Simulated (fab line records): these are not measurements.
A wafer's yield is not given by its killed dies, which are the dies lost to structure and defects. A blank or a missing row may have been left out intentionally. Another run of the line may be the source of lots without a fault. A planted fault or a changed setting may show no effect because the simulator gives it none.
2 desks, one fault / flow berkeleyCmos170 / each desk holds nothing but its own numbers, with what lay behind them at the end

== AT THE METROLOGY DESK ==
What the gauges read, lot by lot, whatever tool the lot ran on: means of the sampled wafers that have a number. The brackets show how far a lot's mean lies from the usual mean; more than 4 standard deviations puts the lot out of limits, marked OUT.
Columns: A = SCREENOX_OXIDE_THK at UCB170_SCREENOX_THK_MEAS_02, usual 14.56 nm; B = FIELD_OXIDE_LEFT_2_THK at UCB170_FIELD_THK_MEAS_91, usual 360 nm; C = cdNm at UCB170_NLDD_CD_MEAS_06, usual 1200.0 nm; D = NLDD_TW at UCB170_NLDD_TW_MEAS_11, usual 2220; E = NLDD_RS at UCB170_SDANNEAL_RS_MEAS_05, usual 616.2 ohm/sq
lot=L966; first seen here=day 5 17:40; A=14.96; B=348; C=1199.3; D=2200; E=619.0
lot=L965; first seen here=day 5 17:40; A=14.57; B=362; C=1200.6; D=2196; E=613.0
lot=L967; first seen here=day 6 03:25; A=14.35; B=372; C=1201.7; D=2203; E=614.5
lot=L969; first seen here=day 6 09:50; A=14.40; B=373; C=1197.3; D=2206; E=617.9
lot=L970; first seen here=day 6 16:59; A=14.27; B=366; C=1198.2; D=2185; E=617.0
lot=L972; first seen here=day 7 15:42; A=14.69; B=373; C=1200.1; D=2243; E=616.2
lot=L976; first seen here=day 7 15:44; A=14.74; B=370; C=1198.1; D=2231; E=618.7
lot=L974; first seen here=day 7 15:46; A=14.60; B=360; C=1200.5; D=2201; E=615.3
lot=L978; first seen here=day 8 00:30; A=14.22; B=350; C=1201.6; D=2208; E=616.2
lot=L977; first seen here=day 8 00:31; A=14.48; B=377; C=1202.4; D=2240; E=616.7
lot=L980; first seen here=day 8 08:57; A=14.73; B=351; C=1200.9; D=2186; E=617.2
lot=L982; first seen here=day 8 22:58; A=14.63; B=364; C=1201.0; D=2303 (+4.2) OUT; E=583.6 (-18) OUT
lot=L985; first seen here=day 9 13:35; A=14.69; B=360; C=1199.6; D=2232; E=618.2
lot=L987; first seen here=day 9 20:35; A=14.20; B=344; C=1200.8; D=2274; E=582.0 (-19) OUT
This desk's result: L982, L987 out of limits, first on L982 (NLDD_TW at UCB170_NLDD_TW_MEAS_11), day 9 22:32. L966, L965, L967, L969, L970, L972, L976, L974, L978, L977, L980, L985 stayed within limits.

== THE TOOL OWNER'S DESK: implanter-01 ==
UCB170_NLDD_IMPLANT_09, tool's own readings: per-lot mean of the sampled wafers with a number, covering each lot this tool ran. The brackets show how far a lot's mean lies from the usual mean; more than 4 standard deviations puts the lot out of limits, marked OUT.
Columns: A = beamEnergyKeV at UCB170_NLDD_IMPLANT_09, usual 29.999
lot=L966; first seen here=day 6 19:40; A=30.003
lot=L967; first seen here=day 7 00:05; A=29.984
lot=L976; first seen here=day 8 13:44; A=29.991
lot=L980; first seen here=day 9 14:28; A=29.993
lot=L982; first seen here=day 9 22:17; A=36.592 (+99 or more) OUT
lot=L987; first seen here=day 10 20:13; A=36.614 (+99 or more) OUT
This desk's finding: out of limits on L982, L987; first on L982, day 9 22:17 (beamEnergyKeV at UCB170_NLDD_IMPLANT_09). L966, L967, L976, L980 stayed within limits.

== TAKEN TOGETHER ==
The tool owner's desk could have raised an alarm at day 9 22:17, on L982, L987.
The metrology desk could have raised an alarm at day 9 22:32, on L982, L987.
The lots listed all ran UCB170_NLDD_IMPLANT_09 on implanter-01.

== WHAT THE SIMULATOR HAD PUT IN ==
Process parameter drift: implanter-01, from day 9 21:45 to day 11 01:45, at UCB170_NLDD_IMPLANT_09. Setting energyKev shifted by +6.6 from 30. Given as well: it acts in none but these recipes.
Shown lots that were struck: L982, L987.
Hours from the fault's start to each desk's first reading out of limits: the tool owner's desk, 1; the metrology desk, 1.
